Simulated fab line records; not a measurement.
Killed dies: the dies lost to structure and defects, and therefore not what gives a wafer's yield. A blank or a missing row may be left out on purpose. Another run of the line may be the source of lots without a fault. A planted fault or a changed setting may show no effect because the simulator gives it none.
Code-filled problem report in 8D (eight disciplines) form || flow rit cmos || the parts of the form that need people (team, actions taken, sign-off) are left out

## 1. PROBLEM STATEMENT
M1_AL_RS at RIT_M1_RS_MEAS_01 reads a mean of 0.1213 ohm/sq on 1 wafer of 1 lot; wafers without a fault read 0.0740 ohm/sq with a standard deviation of 0.00078. Measured from the usual mean, that is +61 standard deviations.
The step: measures by four-point-probe.
First seen on wafer L171.1, day 5 11:51, on film metro-04. The record holds 39 wafers of 13 lots with a number at this step. By rule, "out" or "out of limits" means more than 4 standard deviations away from the usual mean. The other wafers with a number count as sound.

## 2. WHAT IT IS, WHAT IT ISN'T
{"question": "which readings at this step", "is": "M1_AL_RS", "is not": "-"}
{"question": "which lots", "is": "L171", "is not": "L162, L164, L165, L167, L168, L169, L170, L176, L178, L180, L184, L185"}
{"question": "which wafers of those lots", "is": "L171.1", "is not": "L171.2, L171.6"}
{"question": "read on which gauges", "is": "film metro-04", "is not": "film metro-02, film metro-03"}
{"question": "when", "is": "from day 5 11:51", "is not": "up to then (23 sound wafers); but 15 sound wafers of L176, L178, L180, L184, L185 came after"}

## 3. WHAT RULES OUT EACH SUSPECT
Counting: a tool at a process step up to the reading stays a suspect if it ran every lot that is out. Sound lots after the first of them don't rule it out here, since some wafers of a struck lot are sound.
- the gauge at RIT_M1_RS_MEAS_01: ruled out. All the wafers that are out were read on film metro-04, but those of them that RIT_M1_SPUTTER_00 has rows for are out there too, on other tools.
- plasma asher-01 at RIT_GATE_STRIP_20 (strips in O2, time 180 s): kept. It ran the lot that is out, L171 (day 4 16:56); its last sound lot up to then is L169 (day 4 10:59).
- pvd sputter-04 at RIT_M1_SPUTTER_00 (material Al, target thk 400 nm, time 500 s): kept. It ran the lot that is out, L171 (day 5 11:33); its last sound lot up to then is L169 (day 5 03:08). Out on those wafers are its own readings of cathode dc power W.
The count leaves pvd sputter-04 at RIT_M1_SPUTTER_00 and plasma asher-01 at RIT_GATE_STRIP_20.

## 4. THE CAUSE (what the simulator had put in)
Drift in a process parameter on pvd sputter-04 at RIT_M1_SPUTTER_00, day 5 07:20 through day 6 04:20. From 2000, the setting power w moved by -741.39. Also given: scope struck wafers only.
This tool is one of the 2 suspects left after counting.

## 5. THE CHAIN OF EFFECTS, in route order
One row per reading whose mean, taken over the struck wafers that have a number, lies over 3 standard deviations from the usual. Only readings for which the record gives a usual standard deviation are gone through. hours: the time from each lot's start at the first step in this table that gives one to its start at this step, as a median over the lots. sigmas: the change in usual standard deviations.
{"hours": 0, "step": "RIT_M1_SPUTTER_00", "reading": "cathode dc power W", "usual": "2000.0 W", "on struck wafers": 1258.2, "change": -741.8, "sigmas": "-99 or more"}
{"hours": 0, "step": "RIT_M1_RS_MEAS_01", "reading": "M1_AL_RS", "usual": "0.0740 ohm/sq", "on struck wafers": 0.1213, "change": "+0.0473", "sigmas": "+61"}
{"hours": 0, "step": "RIT_M1_THK_MEAS_02", "reading": "M1_AL_THK", "usual": "398 nm", "on struck wafers": 248, "change": -150, "sigmas": -35}
{"hours": 2, "step": "RIT_M1_METAL_ETCH_12", "reading": "oes product au", "usual": "0.784 a.u.", "on struck wafers": 0.625, "change": -0.159, "sigmas": -11}
Here are the process steps it includes:
- RIT_M1_SPUTTER_00: material Al, target thk 400 nm, time 500 s.
- RIT_M1_METAL_ETCH_12: etches Al in Cl2/BCl3, stops on SiO2, time 165 s, target depth 600 nm.

## 6. HOW IT WOULD HAVE BEEN CAUGHT EARLIER
5 hours passed between the start of the fault at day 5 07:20 and the first reading out of limits at a measuring or inspecting step in this record, taken at day 5 11:51.
Tool's own readings at RIT_M1_SPUTTER_00, cathode dc power W: out on all struck wafers the step has rows for; an alarm limit on them would have tripped on the first.
Lots out: 1; all had begun RIT_M1_SPUTTER_00 on pvd sputter-04 by day 5 11:51. Tool hold at that time: it would have spared none of them.
